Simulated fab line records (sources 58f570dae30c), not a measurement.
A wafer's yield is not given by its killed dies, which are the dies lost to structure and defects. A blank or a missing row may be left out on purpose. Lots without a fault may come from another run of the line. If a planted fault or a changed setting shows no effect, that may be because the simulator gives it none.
Which tool did it? / flow berkeley_cmos170 / Sampling: 15 lots, 45 wafers, 7 of 331 route steps

== WHAT EACH GAUGE READ, for each wafer ==
UCB170_ACTIVE_THK_MEAS_06. Usual: ACTIVE_NITRIDE_THK gives 219.5 nm (standard deviation 1.4).
lot=L770; measured=day 5 08:53; on=film_metro-02; ACTIVE_NITRIDE_THK (nm)=222.6 220.3 223.5; flag=
lot=L772; measured=day 6 12:14; on=film_metro-04; ACTIVE_NITRIDE_THK (nm)=221.0 218.7 220.3; flag=
lot=L773; measured=day 6 12:15; on=film_metro-03; ACTIVE_NITRIDE_THK (nm)=222.4 220.1 221.6; flag=
lot=L774; measured=day 6 19:07; on=film_metro-03; ACTIVE_NITRIDE_THK (nm)=219.6 218.4 218.9; flag=
lot=L775; measured=day 7 04:12; on=film_metro-02; ACTIVE_NITRIDE_THK (nm)=220.0 219.6 221.2; flag=
lot=L776; measured=day 7 04:14; on=film_metro-02; ACTIVE_NITRIDE_THK (nm)=218.2 219.6 220.2; flag=
lot=L777; measured=day 7 11:43; on=film_metro-04; ACTIVE_NITRIDE_THK (nm)=219.7 220.5 218.4; flag=
lot=L780; measured=day 7 18:25; on=film_metro-02; ACTIVE_NITRIDE_THK (nm)=218.9 218.7 218.5; flag=
lot=L779; measured=day 7 18:26; on=film_metro-04; ACTIVE_NITRIDE_THK (nm)=218.8 221.1 220.0; flag=
lot=L782; measured=day 8 01:21; on=film_metro-03; ACTIVE_NITRIDE_THK (nm)=220.0 220.4 218.9; flag=
lot=L783; measured=day 8 11:14; on=film_metro-04; ACTIVE_NITRIDE_THK (nm)=217.5 217.2 218.6; flag=
lot=L787; measured=day 9 03:44; on=film_metro-02; ACTIVE_NITRIDE_THK (nm)=220.4 221.7 219.8; flag=
lot=L786; measured=day 9 03:45; on=film_metro-04; ACTIVE_NITRIDE_THK (nm)=220.5 219.7 219.7; flag=
lot=L785; measured=day 9 03:46; on=film_metro-03; ACTIVE_NITRIDE_THK (nm)=219.4 219.2 217.2; flag=
lot=L788; measured=day 9 13:38; on=film_metro-03; ACTIVE_NITRIDE_THK (nm)=220.2 219.5 221.7; flag=

UCB170_NSD_TW_MEAS_10. Usual: NSD_TW gives 4248 (standard deviation 58).
lot=L770; measured=day 8 17:53; on=film_metro-04; NSD_TW=4188 4190 4191; flag=
lot=L772; measured=day 9 19:10; on=film_metro-02; NSD_TW=4296 4289 4293; flag=
lot=L773; measured=day 9 19:35; on=film_metro-03; NSD_TW=4291 4293 4303; flag=
lot=L774; measured=day 9 19:43; on=film_metro-04; NSD_TW=4166 4162 4163; flag=
lot=L775; measured=day 10 03:43; on=film_metro-04; NSD_TW=4151 4187 4166; flag=
lot=L776; measured=day 10 03:58; on=film_metro-02; NSD_TW=4285 4293 4267; flag=
lot=L777; measured=day 10 13:20; on=film_metro-04; NSD_TW=4161 4184 4128; flag=
lot=L780; measured=day 11 02:11; on=film_metro-02; NSD_TW=3991 3989 3996 3974 3977 3988; flag=OFF
lot=L779; measured=day 11 01:52; on=film_metro-02; NSD_TW=3956 3981 3976 3984 3967 3971; flag=OFF
lot=L782; measured=day 11 01:45; on=film_metro-03; NSD_TW=4346 4334 4332; flag=
lot=L783; measured=day 11 08:20; on=film_metro-04; NSD_TW=3890 3882 3884 3874 3863 3862; flag=OFF
lot=L787; measured=day 12 05:59; on=film_metro-02; NSD_TW=4223 4269 4231; flag=
lot=L786; measured=day 12 05:34; on=film_metro-02; NSD_TW=4261 4246 4258; flag=
lot=L785; measured=day 12 06:08; on=film_metro-03; NSD_TW=4305 4330 4298; flag=
lot=L788; measured=day 12 15:27; on=film_metro-04; NSD_TW=4170 4167 4174; flag=

UCB170_SDANNEAL_RS_MEAS_03: measurement is done with a four-point probe. Usual: NSD_RS gives 37.29 ohm/sq (standard deviation 0.072).
lot=L770; measured=day 8 19:43; on=film_metro-03; NSD_RS (ohm/sq)=37.31 37.30 37.34; flag=
lot=L772; measured=day 9 20:33; on=film_metro-02; NSD_RS (ohm/sq)=37.35 37.37 37.39; flag=
lot=L773; measured=day 9 21:01; on=film_metro-04; NSD_RS (ohm/sq)=37.24 37.24 37.17; flag=
lot=L774; measured=day 9 21:04; on=film_metro-03; NSD_RS (ohm/sq)=37.33 37.29 37.24; flag=
lot=L775; measured=day 10 04:57; on=film_metro-03; NSD_RS (ohm/sq)=37.25 37.31 37.28; flag=
lot=L776; measured=day 10 05:11; on=film_metro-04; NSD_RS (ohm/sq)=37.24 37.25 37.21; flag=
lot=L777; measured=day 10 15:23; on=film_metro-03; NSD_RS (ohm/sq)=37.42 37.32 37.44; flag=
lot=L780; measured=day 11 05:53; on=film_metro-03; NSD_RS (ohm/sq)=53.28 53.36 53.32 53.31 53.35 53.37; flag=OFF
lot=L779; measured=day 11 04:55; on=film_metro-04; NSD_RS (ohm/sq)=53.83 53.71 53.69 53.92 53.57 53.88; flag=OFF
lot=L782; measured=day 11 03:04; on=film_metro-02; NSD_RS (ohm/sq)=37.27 37.26 37.35; flag=
lot=L783; measured=day 11 12:26; on=film_metro-04; NSD_RS (ohm/sq)=53.65 53.81 53.74 53.75 53.71 53.82; flag=OFF
lot=L787; measured=day 12 07:13; on=film_metro-02; NSD_RS (ohm/sq)=37.25 37.27 37.35; flag=
lot=L786; measured=day 12 06:48; on=film_metro-03; NSD_RS (ohm/sq)=37.26 37.31 37.31; flag=
lot=L785; measured=day 12 07:25; on=film_metro-03; NSD_RS (ohm/sq)=37.32 37.27 37.43; flag=
lot=L788; measured=day 12 16:40; on=film_metro-03; NSD_RS (ohm/sq)=37.31 37.30 37.30; flag=

UCB170_CONTACT_OVL_MEAS_16. Usual: CONTACT_OVL gives -2 nm (standard deviation 5.8).
lot=L770; measured=day 9 03:47; on=overlay-02; CONTACT_OVL (nm)=0 0 -11; flag=
lot=L772; measured=day 10 02:17; on=overlay-01; CONTACT_OVL (nm)=1 0 -5; flag=
lot=L773; measured=day 10 01:50; on=overlay-01; CONTACT_OVL (nm)=-5 -8 -5; flag=
lot=L774; measured=day 10 01:57; on=overlay-02; CONTACT_OVL (nm)=-1 -6 -6; flag=
lot=L775; measured=day 10 10:15; on=overlay-02; CONTACT_OVL (nm)=-1 -2 8; flag=
lot=L776; measured=day 10 10:40; on=overlay-01; CONTACT_OVL (nm)=-8 -2 -9; flag=
lot=L777; measured=day 10 20:42; on=overlay-02; CONTACT_OVL (nm)=2 -2 1; flag=
lot=L782; measured=day 11 08:27; on=overlay-01; CONTACT_OVL (nm)=-11 0 -3; flag=
lot=L787; measured=day 12 14:32; on=overlay-02; CONTACT_OVL (nm)=-5 -7 -3; flag=
lot=L786; measured=day 12 14:14; on=overlay-01; CONTACT_OVL (nm)=0 -6 -1; flag=
lot=L785; measured=day 12 14:47; on=overlay-01; CONTACT_OVL (nm)=1 0 2; flag=
lot=L788; measured=day 12 22:19; on=overlay-01; CONTACT_OVL (nm)=-11 -7 -7; flag=

== TOOL THAT RAN EACH LOT (tool first, then ch and the chambers of the sampled wafers, then the start) ==
lot=L770; UCB170_NSD_IMPLANT_08=implanter-04 ch 0, day 8 17:40; UCB170_NSD_STRIP_09=plasma_asher-04 ch 0,1, day 8 17:48; UCB170_SDANNEAL_RTA_00=rtp_anneal-01 ch 0, day 8 19:27
lot=L772; UCB170_NSD_IMPLANT_08=implanter-04 ch 0, day 9 18:55; UCB170_NSD_STRIP_09=plasma_asher-04 ch 0,1, day 9 19:04; UCB170_SDANNEAL_RTA_00=rtp_anneal-01 ch 0, day 9 20:18
lot=L773; UCB170_NSD_IMPLANT_08=implanter-03 ch 0, day 9 19:21; UCB170_NSD_STRIP_09=plasma_asher-02 ch 0,1, day 9 19:29; UCB170_SDANNEAL_RTA_00=rtp_anneal-02 ch 0, day 9 20:46
lot=L774; UCB170_NSD_IMPLANT_08=implanter-01 ch 0, day 9 19:28; UCB170_NSD_STRIP_09=plasma_asher-04 ch 0,1, day 9 19:37; UCB170_SDANNEAL_RTA_00=rtp_anneal-01 ch 0, day 9 20:49
lot=L775; UCB170_NSD_IMPLANT_08=implanter-04 ch 0, day 10 03:31; UCB170_NSD_STRIP_09=plasma_asher-04 ch 0,1, day 10 03:37; UCB170_SDANNEAL_RTA_00=rtp_anneal-01 ch 0, day 10 04:40
lot=L776; UCB170_NSD_IMPLANT_08=implanter-03 ch 0, day 10 03:44; UCB170_NSD_STRIP_09=plasma_asher-03 ch 0,1, day 10 03:52; UCB170_SDANNEAL_RTA_00=rtp_anneal-02 ch 0, day 10 04:56
lot=L777; UCB170_NSD_IMPLANT_08=implanter-01 ch 0, day 10 13:05; UCB170_NSD_STRIP_09=plasma_asher-02 ch 0,1, day 10 13:13; UCB170_SDANNEAL_RTA_00=rtp_anneal-02 ch 0, day 10 15:08
lot=L780; UCB170_NSD_IMPLANT_08=implanter-01 ch 0, day 11 01:58; UCB170_NSD_STRIP_09=plasma_asher-04 ch 0,1, day 11 02:05; UCB170_SDANNEAL_RTA_00=rtp_anneal-01 ch 0, day 11 05:33
lot=L779; UCB170_NSD_IMPLANT_08=implanter-01 ch 0, day 11 01:38; UCB170_NSD_STRIP_09=plasma_asher-02 ch 0,1, day 11 01:45; UCB170_SDANNEAL_RTA_00=rtp_anneal-02 ch 0, day 11 04:40
lot=L782; UCB170_NSD_IMPLANT_08=implanter-04 ch 0, day 11 01:32; UCB170_NSD_STRIP_09=plasma_asher-03 ch 0,1, day 11 01:40; UCB170_SDANNEAL_RTA_00=rtp_anneal-01 ch 0, day 11 02:48
lot=L783; UCB170_NSD_IMPLANT_08=implanter-01 ch 0, day 11 08:05; UCB170_NSD_STRIP_09=plasma_asher-04 ch 0,1, day 11 08:14; UCB170_SDANNEAL_RTA_00=rtp_anneal-01 ch 0, day 11 12:05
lot=L787; UCB170_NSD_IMPLANT_08=implanter-04 ch 0, day 12 05:44; UCB170_NSD_STRIP_09=plasma_asher-04 ch 0,1, day 12 05:53; UCB170_SDANNEAL_RTA_00=rtp_anneal-02 ch 0, day 12 06:58
lot=L786; UCB170_NSD_IMPLANT_08=implanter-04 ch 0, day 12 05:20; UCB170_NSD_STRIP_09=plasma_asher-04 ch 0,1, day 12 05:28; UCB170_SDANNEAL_RTA_00=rtp_anneal-01 ch 0, day 12 06:32
lot=L785; UCB170_NSD_IMPLANT_08=implanter-03 ch 0, day 12 05:53; UCB170_NSD_STRIP_09=plasma_asher-03 ch 0,1, day 12 06:00; UCB170_SDANNEAL_RTA_00=rtp_anneal-01 ch 0, day 12 07:10
lot=L788; UCB170_NSD_IMPLANT_08=implanter-04 ch 0, day 12 15:12; UCB170_NSD_STRIP_09=plasma_asher-04 ch 0,1, day 12 15:21; UCB170_SDANNEAL_RTA_00=rtp_anneal-02 ch 0, day 12 16:25
- UCB170_NSD_IMPLANT_08
- UCB170_NSD_STRIP_09: strips in O2.
- UCB170_SDANNEAL_RTA_00: time 10 s.

== WHAT THE TOOLS THEMSELVES READ (means of the sampled wafers that have a number; where no wafer has one, the mark that the record gives instead) ==
UCB170_NSD_IMPLANT_08. Usual: dose_ions_cm2 3e+15, standard deviation 3.1e+12; end_station_pressure_torr 1.24e-05 Torr, standard deviation 6.3e-07; faraday_current_uA 9259, standard deviation 190.
lot=L770; tool=implanter-04; dose_ions_cm2=3e+15; end_station_pressure_torr (Torr)=1.22e-05; faraday_current_uA=9238; flag=
lot=L772; tool=implanter-04; dose_ions_cm2=3e+15; end_station_pressure_torr (Torr)=1.24e-05; faraday_current_uA=9235; flag=
lot=L773; tool=implanter-03; dose_ions_cm2=3e+15; end_station_pressure_torr (Torr)=1.24e-05; faraday_current_uA=9111; flag=
lot=L774; tool=implanter-01; dose_ions_cm2=3e+15; end_station_pressure_torr (Torr)=1.23e-05; faraday_current_uA=9270; flag=
lot=L775; tool=implanter-04; dose_ions_cm2=3e+15; end_station_pressure_torr (Torr)=1.27e-05; faraday_current_uA=9182; flag=
lot=L776; tool=implanter-03; dose_ions_cm2=3e+15; end_station_pressure_torr (Torr)=1.24e-05; faraday_current_uA=9236; flag=
lot=L777; tool=implanter-01; dose_ions_cm2=3e+15; end_station_pressure_torr (Torr)=1.25e-05; faraday_current_uA=9351; flag=
lot=L780; tool=implanter-01; dose_ions_cm2=2e+15; end_station_pressure_torr (Torr)=8.67e-06; faraday_current_uA=5203; flag=OFF
lot=L779; tool=implanter-01; dose_ions_cm2=2e+15; end_station_pressure_torr (Torr)=9.33e-06; faraday_current_uA=5086; flag=OFF
lot=L782; tool=implanter-04; dose_ions_cm2=3e+15; end_station_pressure_torr (Torr)=1.27e-05; faraday_current_uA=9383; flag=
lot=L783; tool=implanter-01; dose_ions_cm2=2e+15; end_station_pressure_torr (Torr)=9.17e-06; faraday_current_uA=5207; flag=OFF
lot=L787; tool=implanter-04; dose_ions_cm2=3e+15; end_station_pressure_torr (Torr)=1.27e-05; faraday_current_uA=9233; flag=
lot=L786; tool=implanter-04; dose_ions_cm2=3e+15; end_station_pressure_torr (Torr)=1.24e-05; faraday_current_uA=9281; flag=
lot=L785; tool=implanter-03; dose_ions_cm2=3e+15; end_station_pressure_torr (Torr)=1.24e-05; faraday_current_uA=9175; flag=
lot=L788; tool=implanter-04; dose_ions_cm2=3e+15; end_station_pressure_torr (Torr)=1.28e-05; faraday_current_uA=9420; flag=

UCB170_NSD_STRIP_09. Usual: drypump_motor_current_A 6.1 A, standard deviation 0.33; oes_product_au 0.534 a.u., standard deviation 0.0048; strip_time_to_endpoint_s 35.81 s, standard deviation 0.082.
lot=L770; tool=plasma_asher-04; drypump_motor_current_A (A)=5.9; oes_product_au (a.u.)=0.536; strip_time_to_endpoint_s (s)=35.80; flag=
lot=L772; tool=plasma_asher-04; drypump_motor_current_A (A)=5.9; oes_product_au (a.u.)=0.536; strip_time_to_endpoint_s (s)=35.70; flag=
lot=L773; tool=plasma_asher-02; drypump_motor_current_A (A)=6.5; oes_product_au (a.u.)=0.533; strip_time_to_endpoint_s (s)=35.79; flag=
lot=L774; tool=plasma_asher-04; drypump_motor_current_A (A)=5.8; oes_product_au (a.u.)=0.538; strip_time_to_endpoint_s (s)=35.81; flag=
lot=L775; tool=plasma_asher-04; drypump_motor_current_A (A)=5.9; oes_product_au (a.u.)=0.532; strip_time_to_endpoint_s (s)=35.71; flag=
lot=L776; tool=plasma_asher-03; drypump_motor_current_A (A)=6.2; oes_product_au (a.u.)=0.533; strip_time_to_endpoint_s (s)=35.91; flag=
lot=L777; tool=plasma_asher-02; drypump_motor_current_A (A)=6.5; oes_product_au (a.u.)=0.534; strip_time_to_endpoint_s (s)=35.70; flag=
lot=L780; tool=plasma_asher-04; drypump_motor_current_A (A)=5.9; oes_product_au (a.u.)=0.585; strip_time_to_endpoint_s (s)=30.54; flag=OFF
lot=L779; tool=plasma_asher-02; drypump_motor_current_A (A)=6.5; oes_product_au (a.u.)=0.592; strip_time_to_endpoint_s (s)=30.36; flag=OFF
lot=L782; tool=plasma_asher-03; drypump_motor_current_A (A)=6.3; oes_product_au (a.u.)=0.537; strip_time_to_endpoint_s (s)=35.89; flag=
lot=L783; tool=plasma_asher-04; drypump_motor_current_A (A)=5.8; oes_product_au (a.u.)=0.589; strip_time_to_endpoint_s (s)=30.39; flag=OFF
lot=L787; tool=plasma_asher-04; drypump_motor_current_A (A)=5.8; oes_product_au (a.u.)=0.536; strip_time_to_endpoint_s (s)=35.87; flag=
lot=L786; tool=plasma_asher-04; drypump_motor_current_A (A)=5.9; oes_product_au (a.u.)=0.533; strip_time_to_endpoint_s (s)=35.97; flag=
lot=L785; tool=plasma_asher-03; drypump_motor_current_A (A)=6.2; oes_product_au (a.u.)=0.536; strip_time_to_endpoint_s (s)=35.78; flag=
lot=L788; tool=plasma_asher-04; drypump_motor_current_A (A)=5.9; oes_product_au (a.u.)=0.534; strip_time_to_endpoint_s (s)=35.70; flag=

UCB170_SDANNEAL_RTA_00. Usual: chamber_o2_ppm 1.995, standard deviation 0.023; lamp_power_pct 22.1 %, standard deviation 0.3; wafer_temp_C_max 904.3, standard deviation 1.2.
lot=L770; tool=rtp_anneal-01; chamber_o2_ppm=1.957; lamp_power_pct (%)=21.8; wafer_temp_C_max=904.9; flag=
lot=L772; tool=rtp_anneal-01; chamber_o2_ppm=1.996; lamp_power_pct (%)=21.8; wafer_temp_C_max=904.8; flag=
lot=L773; tool=rtp_anneal-02; chamber_o2_ppm=1.978; lamp_power_pct (%)=22.4; wafer_temp_C_max=903.0; flag=
lot=L774; tool=rtp_anneal-01; chamber_o2_ppm=2.002; lamp_power_pct (%)=21.8; wafer_temp_C_max=905.3; flag=
lot=L775; tool=rtp_anneal-01; chamber_o2_ppm=1.979; lamp_power_pct (%)=21.7; wafer_temp_C_max=904.7; flag=
lot=L776; tool=rtp_anneal-02; chamber_o2_ppm=1.978; lamp_power_pct (%)=22.3; wafer_temp_C_max=903.6; flag=
lot=L777; tool=rtp_anneal-02; chamber_o2_ppm=1.997; lamp_power_pct (%)=22.3; wafer_temp_C_max=903.4; flag=
lot=L780; tool=rtp_anneal-01; chamber_o2_ppm=1.993; lamp_power_pct (%)=21.8; wafer_temp_C_max=905.7; flag=
lot=L779; tool=rtp_anneal-02; chamber_o2_ppm=2.010; lamp_power_pct (%)=22.4; wafer_temp_C_max=903.9; flag=
lot=L782; tool=rtp_anneal-01; chamber_o2_ppm=2.003; lamp_power_pct (%)=21.8; wafer_temp_C_max=904.7; flag=
lot=L783; tool=rtp_anneal-01; chamber_o2_ppm=2.022; lamp_power_pct (%)=21.7; wafer_temp_C_max=905.6; flag=
lot=L787; tool=rtp_anneal-02; chamber_o2_ppm=2.011; lamp_power_pct (%)=22.4; wafer_temp_C_max=903.7; flag=
lot=L786; tool=rtp_anneal-01; chamber_o2_ppm=2.001; lamp_power_pct (%)=21.8; wafer_temp_C_max=904.9; flag=
lot=L785; tool=rtp_anneal-01; chamber_o2_ppm=1.986; lamp_power_pct (%)=21.8; wafer_temp_C_max=904.5; flag=
lot=L788; tool=rtp_anneal-02; chamber_o2_ppm=2.001; lamp_power_pct (%)=22.3; wafer_temp_C_max=903.1; flag=

== THE ANSWER, worked out from the rows above alone ==
Rule: a lot is off if the mean of its wafers that have a number lies more than 3 standard deviations from the usual mean. A lot without any number at a reading at which 4 lots or more have one is off too. Where the step has rows for the other lots, those lots are counted as sound. The gauges are gone through in route order, then the tools' own readings, and for those a lot's mean is taken as printed above. At the first step where some lot is off, the reading lying furthest off is the one used; lots without a number count as furthest.
Off: L780, L779, L783, seen at UCB170_NSD_TW_MEAS_10 (NSD_TW).
A tool fits if, at a process step before that reading, it ran every lot that is off, and no sound lot after the first of them. Not tried: the gauges at UCB170_NSD_TW_MEAS_10; whatever is off there is also off at UCB170_NSD_IMPLANT_08, on other tools, and gauge error can't account for it. One candidate fits, namely implanter-01 at UCB170_NSD_IMPLANT_08. Its last sound lot is L777 (day 10 13:05), its first lot that is off L779 (day 11 01:38): a fault that began between those two fits.
The tool's own readings at UCB170_NSD_IMPLANT_08 bear it out: on the lots that are off they differ by more than 5 times the standard deviation of the sound lots' means. dose_ions_cm2 reads 2e+15 there against 3e+15 on the sound lots; end_station_pressure_torr reads 9.06e-06 Torr there against 1.25e-05 Torr on the sound lots; faraday_current_uA reads 5165 there against 9260 on the sound lots.

== WHAT THE SIMULATOR HAD PUT IN ==
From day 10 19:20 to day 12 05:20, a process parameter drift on implanter-01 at UCB170_NSD_IMPLANT_08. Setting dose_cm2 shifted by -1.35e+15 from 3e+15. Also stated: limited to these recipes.
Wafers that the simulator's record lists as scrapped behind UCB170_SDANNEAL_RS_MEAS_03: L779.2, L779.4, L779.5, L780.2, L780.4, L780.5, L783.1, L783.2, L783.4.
Struck lots among those shown: L780, L779, L783. The rule above found the same.
